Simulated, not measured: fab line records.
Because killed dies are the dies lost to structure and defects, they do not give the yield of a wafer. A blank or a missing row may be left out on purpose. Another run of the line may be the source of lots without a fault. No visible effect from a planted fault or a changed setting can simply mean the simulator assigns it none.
Comparing a struck lot with a sound one ; flow ritCmos ; 23 out of 202 route steps
Sound: the wafers L860.1, L860.3, L860.4. Wafers L854.2, L854.3, L854.6 were the ones struck. The cause is named last.
Order at every step that has rows: each side's tool, ch and its chambers, its first start. Under that, the readings that differ: sound wafers ; struck wafers ; difference of the means ; sigmas: that difference in standard deviations of wafers without a fault.
alike: same words and numbers on both sides, and readings whose means sit less than 2 such deviations apart. not compared: any withheld reading, any reading some wafer has no value for, any bound like >300 that may hide the same value, and any number with overlapping values for which the record gives no deviation.
Wherever a step has rows on one side only, a row that says differs or no value, or a row with sigmas, the two part there. When numbers do not overlap yet have no deviation, they are printed without sigmas and do not part them. A reading missing from all wafers of one side parts the sides only when that side holds two or more wafers.

first, 5 steps without rows for these wafers: RIT_GATE_WET_ETCH_00 (etches SiO2 in BOE, target depth 56 nm, time 60 s); RIT_GATE_CLEAN_01 (cleans in SC1, time 600 s); RIT_GATE_CLEAN_02 (cleans in dHF, time 30 s); RIT_GATE_CLEAN_03 (cleans in SC2, time 600 s); RIT_GATE_CLEAN_04 (cleans in dHF, time 60 s).
RIT_FOX2_THK_MEAS_91:
  sound on filmMetro-04, day 6 22:37; struck on filmMetro-04, day 5 12:56
reading;sound;struck;difference;sigmas
FIELD_OXIDE_LEFT_2_THK (nm);257 265 265;246 245 249;-16;-3
then, 2 steps without rows for these wafers: RIT_GATE_OXIDATION_05 (target thk 3 nm, ox time 270 s); RIT_GATE_ANNEAL_06 (time 600 s).
RIT_GATE_THK_MEAS_07:
  sound on filmMetro-03, day 7 02:29; struck on filmMetro-04, day 5 20:49
  alike: GATE_OXIDE_THK
then, 1 step without rows for these wafers: RIT_GATE_CVD_08 (deposits poly-Si from SiH4, target thk 250 nm, time 2220 s).
RIT_GATE_THK_MEAS_09:
  sound on filmMetro-03, day 7 04:10; struck on filmMetro-03, day 5 22:30
  alike: GATE_POLY_THK
then, 1 step without rows for these wafers: RIT_GATE_HMDS_10 (prime time 60 s).
RIT_GATE_COAT_11: resist thk 850 nm.
  sound on lithoTrack-04 ch 0, day 7 04:23; struck on lithoTrack-02 ch 0, day 5 22:43
reading;sound;struck;difference;sigmas
spinSpeedRpm (rpm);4253.6 4249.6 4249.2;3993.9 4000.3 3993.1;-255.0;-99 or more
model.NOVOLAK_of_GATE_COAT_11.thkNm (nm);855.5 854.9 855.6;873.7 873.9 873.8;+18.5;
  alike: dispensePressureKPa
then, 4 steps without rows for these wafers: RIT_GATE_SOFTBAKE_12 (time 60 s); RIT_GATE_EXPOSE_13 (exposes mask M6, target cd 150 nm); RIT_GATE_PEB_14; RIT_GATE_DEVELOP_15 (develop time 50 s).
RIT_GATE_CD_MEAS_16: the cd target is 150 nm.
  sound on cdSem-02, day 7 05:05; struck on cdSem-02, day 5 23:32
reading;sound;struck;difference;sigmas
cdNm (nm);148 148 147;162 161 160;+13;+4
RIT_GATE_OVL_MEAS_17:
  sound on overlay-02, day 7 05:12; struck on overlay-01, day 5 23:39
  alike: GATE_OVL
then, 1 step without rows for these wafers: RIT_GATE_HARDBAKE_18 (time 60 s).
RIT_GATE_ETCH_19: etches poly-Si in SF6/CHF3/O2, stops on SiO2, time 165 s, target depth 312.5 nm.
  sound on rieSi-02 ch 1,2,3, day 7 05:23; struck on rieSi-02 ch 2,3, day 5 23:50
reading;sound;struck;difference;sigmas
model.NOVOLAK_of_GATE_COAT_11.thkNm (nm);674 673.7 675.6;690.8 690.3 689.7;+15.8;
  alike: drypumpMotorCurrentA, oesProductAu, rfFwdPowerW, throttleValvePct
  not compared: rfHoursCounterH
RIT_GATE_STRIP_20: strips in O2, time 180 s.
  sound on plasmaAsher-04 ch 0,1, day 7 05:29; struck on plasmaAsher-02 ch 0,1, day 5 23:56
  alike: drypumpMotorCurrentA
  not compared: rfHoursCounterH
RIT_M1_PROBE_99:
  sound on prober-02, day 8 01:56; struck on prober-02, day 6 21:17
reading;sound;struck;difference;sigmas
killed_at_M0_to_M3;0 0 0;0 0 1;+0;+2
model.etest.ring.delayPs;26.32 26.18 26.51;30.41 29.88 29.85;+3.71;
  alike: killedAtContacts, killedAtFrontEnd, killedDies, killedOpen, killedShort

== WHERE THEY PART ==
Last at RIT_M1_PROBE_99 as far as this record goes, first at RIT_FOX2_THK_MEAS_91.

WHY: what the simulator had put in
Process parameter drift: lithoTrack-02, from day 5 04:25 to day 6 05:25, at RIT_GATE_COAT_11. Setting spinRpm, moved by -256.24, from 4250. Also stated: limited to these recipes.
